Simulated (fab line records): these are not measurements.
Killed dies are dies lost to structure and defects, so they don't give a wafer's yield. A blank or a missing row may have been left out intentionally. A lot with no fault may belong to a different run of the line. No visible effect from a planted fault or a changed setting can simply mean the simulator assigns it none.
Which of the tools did it? / flow rit_cmos / 14 lots, 42 wafers sampled, at 4 steps of a route of 202

WHAT THE GAUGES READ, wafer by wafer
RIT_NSD_OVL_MEAS_06. Usual: for NSD_OVL the level is -0.6 nm and the standard deviation is 1.1.
lot=L581; measured=day 3 00:07; on=overlay-02; NSD_OVL (nm)=-1.2 -2.2 -0.6; flag=
lot=L582; measured=day 3 04:25; on=overlay-02; NSD_OVL (nm)=-0.6 -1.1 -0.9; flag=
lot=L583; measured=day 3 10:58; on=overlay-02; NSD_OVL (nm)=1.3 0.2 0.0; flag=
lot=L584; measured=day 3 15:13; on=overlay-01; NSD_OVL (nm)=-0.2 -0.6 -0.5; flag=
lot=L585; measured=day 3 19:41; on=overlay-02; NSD_OVL (nm)=0.5 -0.8 -0.3; flag=
lot=L593; measured=day 5 11:37; on=overlay-02; NSD_OVL (nm)=-0.6 -1.3 -1.4; flag=
lot=L595; measured=day 5 21:20; on=overlay-02; NSD_OVL (nm)=-0.3 0.1 0.2; flag=
lot=L597; measured=day 6 06:26; on=overlay-01; NSD_OVL (nm)=1.1 1.7 0.2; flag=
lot=L598; measured=day 6 13:04; on=overlay-01; NSD_OVL (nm)=-0.5 0.5 -0.1; flag=
lot=L599; measured=day 6 17:46; on=overlay-02; NSD_OVL (nm)=-3.1 -1.1 -2.4; flag=
lot=L600; measured=day 6 23:22; on=overlay-01; NSD_OVL (nm)=-1.3 -1.2 -0.8; flag=
lot=L601; measured=day 7 06:01; on=overlay-01; NSD_OVL (nm)=-0.9 -1.2 -1.5; flag=
lot=L603; measured=day 7 13:35; on=overlay-01; NSD_OVL (nm)=-0.7 0.0 -1.6; flag=
lot=L604; measured=day 7 20:30; on=overlay-01; NSD_OVL (nm)=0.4 0.9 -1.0; flag=

RIT_M1_RS_MEAS_01: a four-point-probe measurement. Usual: for M1_AL_RS the level is 0.0734 ohm/sq and the standard deviation is 0.00078.
lot=L581; measured=day 3 06:24; on=film_metro-01; M1_AL_RS (ohm/sq)=0.0737 0.0730 0.0736; flag=
lot=L582; measured=day 3 10:40; on=film_metro-03; M1_AL_RS (ohm/sq)=0.0727 0.0723 0.0732; flag=
lot=L583; measured=day 3 17:14; on=film_metro-01; M1_AL_RS (ohm/sq)=0.0729 0.0722 0.0723; flag=
lot=L584; measured=day 3 21:29; on=film_metro-01; M1_AL_RS (ohm/sq)=0.0741 0.0733 0.0734; flag=
lot=L585; measured=day 4 01:45; on=film_metro-01; M1_AL_RS (ohm/sq)=0.0730 0.0741 0.0741; flag=
lot=L593; measured=day 5 17:41; on=film_metro-01; M1_AL_RS (ohm/sq)=0.0721 0.0735 0.0726; flag=
lot=L595; measured=day 6 03:26; on=film_metro-04; M1_AL_RS (ohm/sq)=0.0734 0.0735 0.0746; flag=
lot=L597; measured=day 6 12:39; on=film_metro-01; M1_AL_RS (ohm/sq)=0.0719 0.0716 0.0722; flag=
lot=L598; measured=day 6 19:01; on=film_metro-03; M1_AL_RS (ohm/sq)=0.0728 0.0726 0.0725; flag=
lot=L599; measured=day 7 00:03; on=film_metro-03; M1_AL_RS (ohm/sq)=0.0723 0.0724 0.0727; flag=
lot=L600; measured=day 7 05:37; on=film_metro-01; M1_AL_RS (ohm/sq)=0.0747 0.0741 0.0743; flag=
lot=L601; measured=day 7 12:06; on=film_metro-03; M1_AL_RS (ohm/sq)=0.0741 0.0736 0.0750; flag=
lot=L603; measured=day 7 20:08; on=film_metro-01; M1_AL_RS (ohm/sq)=0.0736 0.0736 0.0739; flag=
lot=L604; measured=day 8 02:55; on=film_metro-01; M1_AL_RS (ohm/sq)=0.0743 0.0738 0.0750; flag=

TOOL THAT RAN EACH LOT (tool first, then ch and the chambers of the sampled wafers, then the start)
lot=L581; RIT_NRETRO_STRIP_09=plasma_asher-02 ch 0,1, day 2 07:20; RIT_SDANNEAL_CLEAN_00=wet_bench-02 ch 3, day 3 02:06
lot=L582; RIT_NRETRO_STRIP_09=plasma_asher-01 ch 0,1, day 2 11:35; RIT_SDANNEAL_CLEAN_00=wet_bench-02 ch 1, day 3 06:35
lot=L583; RIT_NRETRO_STRIP_09=plasma_asher-02 ch 0,1, day 2 15:31; RIT_SDANNEAL_CLEAN_00=wet_bench-02 ch 1, day 3 13:07
lot=L584; RIT_NRETRO_STRIP_09=plasma_asher-02 ch 0,1, day 2 20:38; RIT_SDANNEAL_CLEAN_00=wet_bench-02 ch 1, day 3 17:12
lot=L585; RIT_NRETRO_STRIP_09=plasma_asher-03 ch 0,1, day 3 02:41; RIT_SDANNEAL_CLEAN_00=wet_bench-04 ch 1, day 3 21:49
lot=L593; RIT_NRETRO_STRIP_09=plasma_asher-03 ch 1, day 4 18:42; RIT_SDANNEAL_CLEAN_00=wet_bench-03 ch 1, day 5 13:37
lot=L595; RIT_NRETRO_STRIP_09=plasma_asher-01 ch 0,1, day 5 03:32; RIT_SDANNEAL_CLEAN_00=wet_bench-03 ch 0, day 5 23:19
lot=L597; RIT_NRETRO_STRIP_09=plasma_asher-03 ch 0,1, day 5 13:47; RIT_SDANNEAL_CLEAN_00=wet_bench-02 ch 1, day 6 08:32
lot=L598; RIT_NRETRO_STRIP_09=plasma_asher-03 ch 0,1, day 5 19:50; RIT_SDANNEAL_CLEAN_00=wet_bench-04 ch 1, day 6 15:02
lot=L599; RIT_NRETRO_STRIP_09=plasma_asher-02 ch 0,1, day 6 00:17; RIT_SDANNEAL_CLEAN_00=wet_bench-04 ch 3, day 6 19:50
lot=L600; RIT_NRETRO_STRIP_09=plasma_asher-02 ch 0,1, day 6 04:07; RIT_SDANNEAL_CLEAN_00=wet_bench-02 ch 0, day 7 01:31
lot=L601; RIT_NRETRO_STRIP_09=plasma_asher-03 ch 0,1, day 6 09:14; RIT_SDANNEAL_CLEAN_00=wet_bench-03 ch 0, day 7 08:00
lot=L603; RIT_NRETRO_STRIP_09=plasma_asher-03 ch 0,1, day 6 20:41; RIT_SDANNEAL_CLEAN_00=wet_bench-04 ch 3, day 7 15:59
lot=L604; RIT_NRETRO_STRIP_09=plasma_asher-02 ch 0,1, day 7 03:07; RIT_SDANNEAL_CLEAN_00=wet_bench-02 ch 3, day 7 22:48
- RIT_NRETRO_STRIP_09: strips in O2, time 180 s.
- RIT_SDANNEAL_CLEAN_00: cleans in SC1, time 600 s.

WHAT THE TOOLS THEMSELVES READ (means of the sampled wafers that have a number; where no wafer has one, the mark that the record gives instead)
RIT_NRETRO_STRIP_09. Usual: drypump_motor_current_A 5.7 A, standard deviation 0.4.
lot=L581; tool=plasma_asher-02; drypump_motor_current_A (A)=6.1; flag=
lot=L582; tool=plasma_asher-01; drypump_motor_current_A (A)=5.6; flag=
lot=L583; tool=plasma_asher-02; drypump_motor_current_A (A)=6.1; flag=
lot=L584; tool=plasma_asher-02; drypump_motor_current_A (A)=6.2; flag=
lot=L585; tool=plasma_asher-03; drypump_motor_current_A (A)=5.4; flag=
lot=L593; tool=plasma_asher-03; drypump_motor_current_A (A)=5.5; flag=
lot=L595; tool=plasma_asher-01; drypump_motor_current_A (A)=5.6; flag=
lot=L597; tool=plasma_asher-03; drypump_motor_current_A (A)=5.3; flag=
lot=L598; tool=plasma_asher-03; drypump_motor_current_A (A)=5.3; flag=
lot=L599; tool=plasma_asher-02; drypump_motor_current_A (A)=6.1; flag=
lot=L600; tool=plasma_asher-02; drypump_motor_current_A (A)=6.2; flag=
lot=L601; tool=plasma_asher-03; drypump_motor_current_A (A)=5.3; flag=
lot=L603; tool=plasma_asher-03; drypump_motor_current_A (A)=5.3; flag=
lot=L604; tool=plasma_asher-02; drypump_motor_current_A (A)=6.1; flag=

RIT_SDANNEAL_CLEAN_00. Usual: temp_c 74.99 C, standard deviation 0.12.
lot=L581; tool=wet_bench-02; temp_c (C)=75.01; flag=
lot=L582; tool=wet_bench-02; temp_c (C)=75.03; flag=
lot=L583; tool=wet_bench-02; temp_c (C)=74.33; flag=OFF
lot=L584; tool=wet_bench-02; temp_c (C)=74.24; flag=OFF
lot=L585; tool=wet_bench-04; temp_c (C)=74.88; flag=
lot=L593; tool=wet_bench-03; temp_c (C)=75.03; flag=
lot=L595; tool=wet_bench-03; temp_c (C)=75.06; flag=
lot=L597; tool=wet_bench-02; temp_c (C)=74.98; flag=
lot=L598; tool=wet_bench-04; temp_c (C)=74.95; flag=
lot=L599; tool=wet_bench-04; temp_c (C)=74.83; flag=
lot=L600; tool=wet_bench-02; temp_c (C)=74.85; flag=
lot=L601; tool=wet_bench-03; temp_c (C)=75.00; flag=
lot=L603; tool=wet_bench-04; temp_c (C)=75.05; flag=
lot=L604; tool=wet_bench-02; temp_c (C)=75.17; flag=

THE ANSWER, worked out from the rows above alone
Rule: a lot counts as off when the mean over its wafers that have a number is more than 3 standard deviations away from the usual mean. Also off: a lot with no number at a reading for which 4 or more lots have one. Where the step has rows for the other lots, those lots are counted as sound. The gauges are gone through in route order, then the tools' own readings, and for those a lot's mean is taken as printed above. At the first step where some lot is off, the reading lying furthest off is the one used; lots without a number count as furthest.
Off: L583, L584, at RIT_SDANNEAL_CLEAN_00 (temp_c).
If a tool, at that step or one of the process steps before it, ran each lot that is off and ran no sound lot following the first of them, it fits. Not one of the candidates tried fits.

WHAT THE SIMULATOR HAD INSERTED
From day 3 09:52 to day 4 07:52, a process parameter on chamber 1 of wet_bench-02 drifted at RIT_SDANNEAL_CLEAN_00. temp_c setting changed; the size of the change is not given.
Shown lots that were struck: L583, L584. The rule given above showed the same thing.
